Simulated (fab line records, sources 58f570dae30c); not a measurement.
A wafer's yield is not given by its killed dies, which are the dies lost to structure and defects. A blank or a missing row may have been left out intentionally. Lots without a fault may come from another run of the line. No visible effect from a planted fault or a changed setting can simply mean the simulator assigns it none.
Which tool did it? + flow berkeley-cmos170 + 7 lots, 21 wafers sampled, at 2 steps of a route of 331

== WHAT EACH GAUGE READ, for each wafer ==
UCB170_M1_RS_MEAS_01: the measuring method here is four-point-probe.
| lot  | measured     | on            | M1_AL_RS (ohm/sq)    |
|------|--------------|---------------|----------------------|
| L679 | day 8 18:33  | film-metro-02 | 0.0485 0.0490 0.0487 |
| L681 | day 8 19:55  | film-metro-01 | 0.0487 0.0484 0.0482 |
| L687 | day 10 04:51 | film-metro-03 | 0.0489 0.0493 0.0488 |
| L697 | day 12 12:42 | film-metro-01 | 0.0496 0.0501 0.0500 |
| L696 | day 12 13:09 | film-metro-01 | 0.0501 0.0498 0.0505 |
| L699 | day 12 19:34 | film-metro-02 | 0.0477 0.0478 0.0476 |
| L700 | day 12 20:01 | film-metro-02 | 0.0479 0.0479 0.0481 |

== WHICH TOOL RAN EACH LOT (tool, then ch and the chambers of the sampled wafers, then the start) ==
| lot  | UCB170_M1_SPUTTER_00         |
|------|------------------------------|
| L679 | pvd-sputter-03, day 8 18:29  |
| L681 | pvd-sputter-03, day 8 19:49  |
| L687 | pvd-sputter-03, day 10 04:45 |
| L697 | pvd-sputter-01, day 12 12:38 |
| L696 | pvd-sputter-01, day 12 13:05 |
| L699 | pvd-sputter-02, day 12 19:30 |
| L700 | pvd-sputter-02, day 12 19:58 |
- UCB170_M1_SPUTTER_00: material Al, target thk 600 nm, time 80 s.

== THE ANSWER, worked out from the rows above alone ==
Rule: what is usual is taken from the lots themselves. Put in order of their means at a reading, lots are off if they are a third of the lots or fewer, leave a main group of 4 or more, and stand apart from it by a gap of 3 or more times the standard deviation of the main group's means; of several such gaps the widest counts. A main group is skipped when, at the precision printed for the reading in the tables above, its means are all equal. A lot without any number at a reading at which 4 lots or more have one is off too. All remaining lots with rows at the step are treated as sound.
No lot is off on any of the readings shown, so nothing can be concluded from this.

== WHAT THE SIMULATOR HAD INSERTED ==
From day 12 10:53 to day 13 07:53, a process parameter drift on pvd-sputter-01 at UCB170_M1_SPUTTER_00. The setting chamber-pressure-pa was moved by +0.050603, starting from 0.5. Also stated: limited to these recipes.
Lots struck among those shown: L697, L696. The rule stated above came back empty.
